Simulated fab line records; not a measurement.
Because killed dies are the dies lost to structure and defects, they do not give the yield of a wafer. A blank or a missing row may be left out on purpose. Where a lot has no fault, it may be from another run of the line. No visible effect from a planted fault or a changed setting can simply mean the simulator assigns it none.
fab line records :: flow rit_cmos
[record]
  lots = 14
  wafers = 42
  last_day = 7
route steps=202 shown NSD@139 M1@202
lots with no fault: from the same line, run without faults
start_h: hours from the record's opening day to when the first of the lot's shown wafers began :: wait_h: how many hours have passed since the lot's step before this one :: " as in the row above :: L1.1+2: several wafers, shown together as one row :: - no value, or no start given :: * or withheld: withheld :: < > ~ a bound
route shown NAME@n: names a module that has steps shown in the file, with the first one's number in the route :: usual: mean and standard deviation over wafers with no fault :: same: alike in all rows :: chamber/n: place in a boat :: sites: each site's reading :: _std_site: the standard deviation of these :: _edge_site: outer sites' mean less inner sites' :: radius_mm: how far each site lies from the wafer's centre :: mask NAME#n: copy n :: behind: the last tool/chamber to shape the wafer :: hold: why the lot went on hold/how many hours it stayed there/how the hold came to an end :: device: the n, p or np transistor that did not switch :: end of line: the same wafers' tests at the end of the route :: a step given without rows: its recipe and nothing more :: killed: count of dies lost to structure and defects at first sort (not the wafer's yield) :: map: dies across one wafer; x = killed, . = not, _ = none there
set.NAME: the setting as run; set.NAME@STEP: as run at that earlier step :: model.NAME: the simulator's own value behind a step, which no gauge read
the route's steps for a sample of lots (tables are steps, rows are wafers)
services: when a tool's chamber went out of use (start_h, in hours from the record's first day, below 0 if earlier), for how many hours, and the reason
[[steps]]
[step RIT_NSD_IMPLANT_08]
[recipe]
  species = P
  energy_kev = 25
  dose_cm2 = 1e+15
  tilt_deg = 7
[usual]
  beam_energy_keV = 24.997/0.0075
  faraday_current_uA = 3140/66
lot.wafer: L438.1
tool: implanter-03
chamber: 0
start_h: 52.09
wait_h: 0.1
beam_energy_keV: 24.994
faraday_current_uA: 3060

lot.wafer: L438.3
tool: implanter-03
chamber: 0
start_h: 52.09
wait_h: 0.1
beam_energy_keV: 25.008
faraday_current_uA: 3079

lot.wafer: L438.6
tool: implanter-03
chamber: 0
start_h: 52.09
wait_h: 0.1
beam_energy_keV: 24.993
faraday_current_uA: 3078

lot.wafer: L439.1
tool: implanter-04
chamber: 0
start_h: 57.70
wait_h: 0.1
beam_energy_keV: 24.996
faraday_current_uA: 3162

lot.wafer: L439.3
tool: implanter-04
chamber: 0
start_h: 57.70
wait_h: 0.1
beam_energy_keV: 25.002
faraday_current_uA: 3041

lot.wafer: L439.5
tool: implanter-04
chamber: 0
start_h: 57.70
wait_h: 0.1
beam_energy_keV: 25.008
faraday_current_uA: 3119

lot.wafer: L440.1
tool: implanter-03
chamber: 0
start_h: 67.92
wait_h: 0.1
beam_energy_keV: 24.985
faraday_current_uA: 3092

lot.wafer: L440.4
tool: implanter-03
chamber: 0
start_h: 67.92
wait_h: 0.1
beam_energy_keV: 24.996
faraday_current_uA: 3144

lot.wafer: L440.5
tool: implanter-03
chamber: 0
start_h: 67.92
wait_h: 0.1
beam_energy_keV: 24.995
faraday_current_uA: 3136

lot.wafer: L441.3
tool: implanter-04
chamber: 0
start_h: 72.49
wait_h: 0.1
beam_energy_keV: 24.997
faraday_current_uA: 3050

lot.wafer: L441.4
tool: implanter-04
chamber: 0
start_h: 72.49
wait_h: 0.1
beam_energy_keV: 24.991
faraday_current_uA: 3027

lot.wafer: L441.6
tool: implanter-04
chamber: 0
start_h: 72.49
wait_h: 0.1
beam_energy_keV: 24.987
faraday_current_uA: 3097

lot.wafer: L446.2
tool: implanter-04
chamber: 0
start_h: 97.62
wait_h: 0.1
beam_energy_keV: 24.145
faraday_current_uA: 3096

lot.wafer: L446.4
tool: implanter-04
chamber: 0
start_h: 97.62
wait_h: 0.1
beam_energy_keV: 24.145
faraday_current_uA: 3127

lot.wafer: L446.5
tool: implanter-04
chamber: 0
start_h: 97.62
wait_h: 0.1
beam_energy_keV: 24.146
faraday_current_uA: 3143

lot.wafer: L449.3
tool: implanter-04
chamber: 0
start_h: 108.05
wait_h: 0.1
beam_energy_keV: 24.142
faraday_current_uA: 3182

lot.wafer: L449.5
tool: implanter-04
chamber: 0
start_h: 108.05
wait_h: 0.1
beam_energy_keV: 24.155
faraday_current_uA: 3142

lot.wafer: L449.6
tool: implanter-04
chamber: 0
start_h: 108.05
wait_h: 0.1
beam_energy_keV: 24.136
faraday_current_uA: 3223

lot.wafer: L450.2
tool: implanter-03
chamber: 0
start_h: 113.06
wait_h: 0.1
beam_energy_keV: 24.992
faraday_current_uA: 3127

lot.wafer: L450.3
tool: implanter-03
chamber: 0
start_h: 113.06
wait_h: 0.1
beam_energy_keV: 24.987
faraday_current_uA: 3114

lot.wafer: L450.5
tool: implanter-03
chamber: 0
start_h: 113.06
wait_h: 0.1
beam_energy_keV: 25.009
faraday_current_uA: 3037

lot.wafer: L451.4
tool: implanter-02
chamber: 0
start_h: 117.18
wait_h: 0.1
beam_energy_keV: 24.996
faraday_current_uA: 3142

lot.wafer: L451.5
tool: implanter-02
chamber: 0
start_h: 117.18
wait_h: 0.1
beam_energy_keV: 24.994
faraday_current_uA: 3241

lot.wafer: L451.6
tool: implanter-02
chamber: 0
start_h: 117.18
wait_h: 0.1
beam_energy_keV: 24.995
faraday_current_uA: 3113

lot.wafer: L453.2
tool: implanter-03
chamber: 0
start_h: 127.54
wait_h: 0.1
beam_energy_keV: 25.007
faraday_current_uA: 3205

lot.wafer: L453.3
tool: implanter-03
chamber: 0
start_h: 127.54
wait_h: 0.1
beam_energy_keV: 24.997
faraday_current_uA: 3167

lot.wafer: L453.5
tool: implanter-03
chamber: 0
start_h: 127.54
wait_h: 0.1
beam_energy_keV: 24.995
faraday_current_uA: 3092

lot.wafer: L456.2
tool: implanter-03
chamber: 0
start_h: 142.40
wait_h: 0.1
beam_energy_keV: 24.999
faraday_current_uA: 3135

lot.wafer: L456.4
tool: implanter-03
chamber: 0
start_h: 142.40
wait_h: 0.1
beam_energy_keV: 24.989
faraday_current_uA: 3179

lot.wafer: L456.5
tool: implanter-03
chamber: 0
start_h: 142.40
wait_h: 0.1
beam_energy_keV: 24.986
faraday_current_uA: 3197

lot.wafer: L458.2
tool: implanter-03
chamber: 0
start_h: 151.80
wait_h: 0.1
beam_energy_keV: 25.006
faraday_current_uA: 3149

lot.wafer: L458.3
tool: implanter-03
chamber: 0
start_h: 151.80
wait_h: 0.1
beam_energy_keV: 25.012
faraday_current_uA: 2992

lot.wafer: L458.6
tool: implanter-03
chamber: 0
start_h: 151.80
wait_h: 0.1
beam_energy_keV: 25.001
faraday_current_uA: 3257

lot.wafer: L459.1
tool: implanter-03
chamber: 0
start_h: 156.83
wait_h: 0.1
beam_energy_keV: 24.984
faraday_current_uA: 3173

lot.wafer: L459.2
tool: implanter-03
chamber: 0
start_h: 156.83
wait_h: 0.1
beam_energy_keV: 24.989
faraday_current_uA: 3258

lot.wafer: L459.4
tool: implanter-03
chamber: 0
start_h: 156.83
wait_h: 0.1
beam_energy_keV: 24.992
faraday_current_uA: 3109

lot.wafer: L460.1
tool: implanter-02
chamber: 0
start_h: 158.99
wait_h: 0.1
beam_energy_keV: 25.008
faraday_current_uA: 3212

lot.wafer: L460.3
tool: implanter-02
chamber: 0
start_h: 158.99
wait_h: 0.1
beam_energy_keV: 24.997
faraday_current_uA: 3174

lot.wafer: L460.6
tool: implanter-02
chamber: 0
start_h: 158.99
wait_h: 0.1
beam_energy_keV: 25.003
faraday_current_uA: 3222

lot.wafer: L461.2
tool: implanter-03
chamber: 0
start_h: 164.24
wait_h: 0.1
beam_energy_keV: 24.992
faraday_current_uA: 3194

lot.wafer: L461.4
tool: implanter-03
chamber: 0
start_h: 164.24
wait_h: 0.1
beam_energy_keV: 25.004
faraday_current_uA: 3081

lot.wafer: L461.5
tool: implanter-03
chamber: 0
start_h: 164.24
wait_h: 0.1
beam_energy_keV: 24.996
faraday_current_uA: 3168
[step RIT_M1_PROBE_99]
[usual]
  killed_at_M0_to_M3 = 0.0/0.083
  killed_at_contacts = 0.1/0.36
  killed_at_front_end = 7/3.1
  killed_dies = 7/3.1
  killed_open = 3.6/2.1
  killed_short = 3.2/1.9
[same]
  gross_dies = 264
  killed_at_M4_up = 0
  killed_at_back_side = 0
  killed_at_other = 0
lot.wafer: L440.1
tool: prober-01
chamber: -
start_h: 77.75
wait_h: 0.1
killed_at_M0_to_M3: 0
killed_at_contacts: 0
killed_at_front_end: 1
killed_dies: 1
killed_open: 1
killed_short: 0

lot.wafer: L440.4
tool: prober-01
chamber: -
start_h: 77.90
wait_h: 0.2
killed_at_M0_to_M3: 0
killed_at_contacts: 0
killed_at_front_end: 6
killed_dies: 6
killed_open: 2
killed_short: 4

lot.wafer: L440.5
tool: prober-01
chamber: -
start_h: 77.95
wait_h: 0.2
killed_at_M0_to_M3: 0
killed_at_contacts: 0
killed_at_front_end: 8
killed_dies: 8
killed_open: 4
killed_short: 4

lot.wafer: L441.3
tool: prober-02
chamber: -
start_h: 82.47
wait_h: 0.2
killed_at_M0_to_M3: 0
killed_at_contacts: 0
killed_at_front_end: 6
killed_dies: 6
killed_open: 1
killed_short: 5

lot.wafer: L441.4
tool: prober-02
chamber: -
start_h: 82.52
wait_h: 0.2
killed_at_M0_to_M3: 0
killed_at_contacts: 0
killed_at_front_end: 8
killed_dies: 8
killed_open: 5
killed_short: 3

lot.wafer: L441.6
tool: prober-02
chamber: -
start_h: 82.62
wait_h: 0.2
killed_at_M0_to_M3: 0
killed_at_contacts: 0
killed_at_front_end: 6
killed_dies: 6
killed_open: 2
killed_short: 4

lot.wafer: L450.2
tool: prober-01
chamber: -
start_h: 122.85
wait_h: 0.1
killed_at_M0_to_M3: 0
killed_at_contacts: 0
killed_at_front_end: 9
killed_dies: 9
killed_open: 2
killed_short: 7

lot.wafer: L450.3
tool: prober-01
chamber: -
start_h: 122.90
wait_h: 0.2
killed_at_M0_to_M3: 0
killed_at_contacts: 0
killed_at_front_end: 13
killed_dies: 13
killed_open: 9
killed_short: 3

lot.wafer: L450.5
tool: prober-01
chamber: -
start_h: 123.00
wait_h: 0.2
killed_at_M0_to_M3: 0
killed_at_contacts: 0
killed_at_front_end: 5
killed_dies: 5
killed_open: 2
killed_short: 2

lot.wafer: L451.4
tool: prober-02
chamber: -
start_h: 127.16
wait_h: 0.2
killed_at_M0_to_M3: 0
killed_at_contacts: 0
killed_at_front_end: 11
killed_dies: 11
killed_open: 6
killed_short: 5

lot.wafer: L451.5
tool: prober-02
chamber: -
start_h: 127.21
wait_h: 0.2
killed_at_M0_to_M3: 0
killed_at_contacts: 0
killed_at_front_end: 8
killed_dies: 8
killed_open: 4
killed_short: 4

lot.wafer: L451.6
tool: prober-02
chamber: -
start_h: 127.26
wait_h: 0.2
killed_at_M0_to_M3: 0
killed_at_contacts: 0
killed_at_front_end: 6
killed_dies: 6
killed_open: 2
killed_short: 4

lot.wafer: L461.2
tool: prober-02
chamber: -
start_h: 173.87
wait_h: 0.1
killed_at_M0_to_M3: 0
killed_at_contacts: 0
killed_at_front_end: 10
killed_dies: 10
killed_open: 6
killed_short: 4

lot.wafer: L461.4
tool: prober-02
chamber: -
start_h: 173.97
wait_h: 0.2
killed_at_M0_to_M3: 0
killed_at_contacts: 0
killed_at_front_end: 11
killed_dies: 11
killed_open: 4
killed_short: 7

lot.wafer: L461.5
tool: prober-02
chamber: -
start_h: 174.02
wait_h: 0.2
killed_at_M0_to_M3: 0
killed_at_contacts: 0
killed_at_front_end: 12
killed_dies: 12
killed_open: 9
killed_short: 3
// killed by level:class
L440.1 REOX:geometric_particle:open=1
L440.4 FOX1:geometric_particle:short=1 GATE:geometric_particle:short=1 GATE:geometric_particle:open=1 SPACER:geometric_particle:open=1 SPACER:geometric_particle:short=1 SILICIDE:geometric_particle:short=1
L440.5 REOX:geometric_particle:short=2 FOX2:geometric_particle:open=1 GATE:geometric_particle:open=1 REOX:geometric_particle:open=1 SPACER:geometric_particle:open=1 SPACER:geometric_particle:short=1 SILICIDE:geometric_particle:short=1
L441.3 FOX1:geometric_particle:short=2 GATE:geometric_particle:short=1 REOX:geometric_particle:open=1 REOX:geometric_particle:short=1 SILICIDE:geometric_particle:short=1
L441.4 FOX1:geometric_particle:open=2 FOX2:geometric_particle:open=2 GATE:geometric_particle:open=1 GATE:geometric_particle:short=1 REOX:geometric_particle:short=1 SPACER:geometric_particle:short=1
L441.6 GATE:geometric_particle:short=2 FOX1:geometric_particle:short=1 GATE:geometric_particle:open=1 REOX:geometric_particle:open=1 SPACER:geometric_particle:short=1
L450.2 REOX:geometric_particle:short=2 SPACER:geometric_particle:short=2 FOX2:geometric_particle:short=1 GATE:geometric_particle:short=1 SPACER:geometric_particle:open=1 SILICIDE:geometric_particle:short=1 SILICIDE:geometric_particle:open=1
L450.3 SILICIDE:geometric_particle:open=4 REOX:geometric_particle:open=3 SPACER:geometric_particle:open=2 FOX1:geometric_particle:short=1 SPACER:geometric_particle:short=1 SILICIDE:geometric_particle:short=1 NWELL:coat_microbubble_printed=1
L450.5 SILICIDE:geometric_particle:short=2 GATE:geometric_particle:open=1 REOX:geometric_particle:open=1 NWELL:coat_microbubble_printed=1
L451.4 GATE:geometric_particle:open=2 GATE:geometric_particle:short=2 SILICIDE:geometric_particle:short=2 FOX1:geometric_particle:open=1 FOX2:geometric_particle:open=1 REOX:geometric_particle:open=1 SPACER:geometric_particle:short=1 SPACER:geometric_particle:open=1
L451.5 SPACER:geometric_particle:short=3 GATE:geometric_particle:open=2 FOX1:geometric_particle:open=1 FOX1:geometric_particle:short=1 SPACER:geometric_particle:open=1
L451.6 GATE:geometric_particle:short=2 FOX1:geometric_particle:short=1 GATE:geometric_particle:open=1 REOX:geometric_particle:short=1 SPACER:geometric_particle:open=1
L461.2 FOX2:geometric_particle:open=3 FOX2:geometric_particle:short=3 GATE:geometric_particle:open=3 STARTING-WAFER:geometric_particle:short=1
L461.4 GATE:geometric_particle:short=5 GATE:geometric_particle:open=2 SPACER:geometric_particle:open=2 FOX2:geometric_particle:short=1 SPACER:geometric_particle:short=1
L461.5 GATE:geometric_particle:open=5 FOX1:geometric_particle:open=1 FOX2:geometric_particle:open=1 GATE:geometric_particle:short=1 REOX:geometric_particle:short=1 SPACER:geometric_particle:short=1 SPACER:geometric_particle:open=1 SILICIDE:geometric_particle:open=1
[[services]]
tool: implanter-03
chamber: -
start_h: 38.57
hours: 3.5
kind: repair

tool: implanter-03
chamber: -
start_h: 62.72
hours: 1.9
kind: repair

tool: implanter-02
chamber: -
start_h: 74.22
hours: 1.7
kind: repair

tool: implanter-02
chamber: -
start_h: 141.48
hours: 14.1
kind: pm

tool: implanter-02
chamber: -
start_h: 163.71
hours: 1.0
kind: repair
[[key]]
[first_sign]
  step = RIT_NSD_IMPLANT_08
  reading = beam_energy_keV
  direction = down
  sigmas = 99+
  usual = 24.997
  struck = 24.145
effect none on later readings
met_at RIT_NSD_IMPLANT_08
struck_lots L446,L449
tester_left_out L446,L449
onset_between 72.49 97.62
[fault]
  kind = process_parameter_drift
  tool = implanter-04
  chamber = -
  onset_h = 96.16
  steps = RIT_NSD_IMPLANT_08
  channel = energy_kev
  offset = -0.8528
  shape = step
  end_h = 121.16
  acts_in = these_recipes_only
  stated = 25
// tester_left_out: of these lots the tester's yield and bins aren't shown, on N5 and GAA mostly nor the transistor test; their killed dies are dies lost to structure and defects alone, not to doping, threshold or leakage, so they don't give the yield
